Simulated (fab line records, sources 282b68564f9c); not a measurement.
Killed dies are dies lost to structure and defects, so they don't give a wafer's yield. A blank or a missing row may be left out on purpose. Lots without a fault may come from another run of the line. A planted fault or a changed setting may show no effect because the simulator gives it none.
Problem report in the 8D (eight disciplines) form, filled by code | flow rit_cmos | the parts of the form that need people (team, actions taken, sign-off) are left out

1. THE PROBLEM
oes_product_au at RIT_GATE_ETCH_19 reads a mean of 0.984 a.u. on 1 wafer of 1 lot; wafers without a fault read 0.845 a.u. with a standard deviation of 0.012. That is +12 standard deviations from the usual mean.
The step: etches poly-Si in SF6/CHF3/O2, stops on SiO2, time 165 s, target depth 312.5 nm.
First seen on wafer L248.4, day 5 10:05, on rie_si-01. The record holds 15 wafers of 5 lots with a number at this step. Rule for "out", or "out of limits": more than 4 standard deviations from the usual mean. The other wafers with a number count as sound.

2. WHAT IT IS AND WHAT IT IS NOT
question                    | is               | is not
which readings at this step | oes_product_au   | drypump_motor_current_A, throttle_valve_pct
which lots                  | L248             | L239, L240, L253, L255
which wafers of those lots  | L248.4           | L248.1, L248.2
read on which tools         | rie_si-01        | rie_si-02
when                        | from day 5 10:05 | up to then (8 sound wafers); but 6 sound wafers of L253, L255 came after

3. SUSPECTS, AND WHAT RULES EACH OUT
Counting: a tool at a process step up to the reading stays a suspect if it ran every lot that is out. Sound lots after the first of them don't rule it out here, since some wafers of a struck lot are sound.
- rie_si-01 at RIT_GATE_ETCH_19 (etches poly-Si in SF6/CHF3/O2, stops on SiO2, time 165 s, target depth 312.5 nm): kept. It ran the lot that is out, L248 (day 5 10:05); its last sound lot up to then is L240 (day 4 00:11). Its own readings are out on those wafers: oes_product_au.
- Within rie_si-01 at RIT_GATE_ETCH_19: the wafers that are out ran in chamber 0; their sound lot-mates ran in chambers 2, 3.
Left after counting: rie_si-01 at RIT_GATE_ETCH_19.

4. THE CAUSE (what the simulator had put in)
Process parameter drift: rie_si-01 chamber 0, from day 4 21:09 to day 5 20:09, at RIT_GATE_ETCH_19. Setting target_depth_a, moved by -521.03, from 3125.
Counting left only this tool.

5. THE CHAIN OF EFFECTS, in route order
Each row: a reading whose mean over the struck wafers that have a number lies more than 3 standard deviations from the usual. Only readings for which the record gives a usual standard deviation are gone through. hours: the time from each lot's start at the first step in this table that gives one to its start at this step, as a median over the lots. sigmas: the change in usual standard deviations.
hours | step             | reading        | usual      | on struck wafers | change | sigmas
0     | RIT_GATE_ETCH_19 | oes_product_au | 0.845 a.u. | 0.984            | +0.139 | +12
The process steps in it:
- RIT_GATE_ETCH_19: etches poly-Si in SF6/CHF3/O2, stops on SiO2, time 165 s, target depth 312.5 nm.

6. WHAT WOULD HAVE CAUGHT IT SOONER
In this record the first reading out of limits was taken at day 5 10:05, 13 hours after the fault began at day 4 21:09.
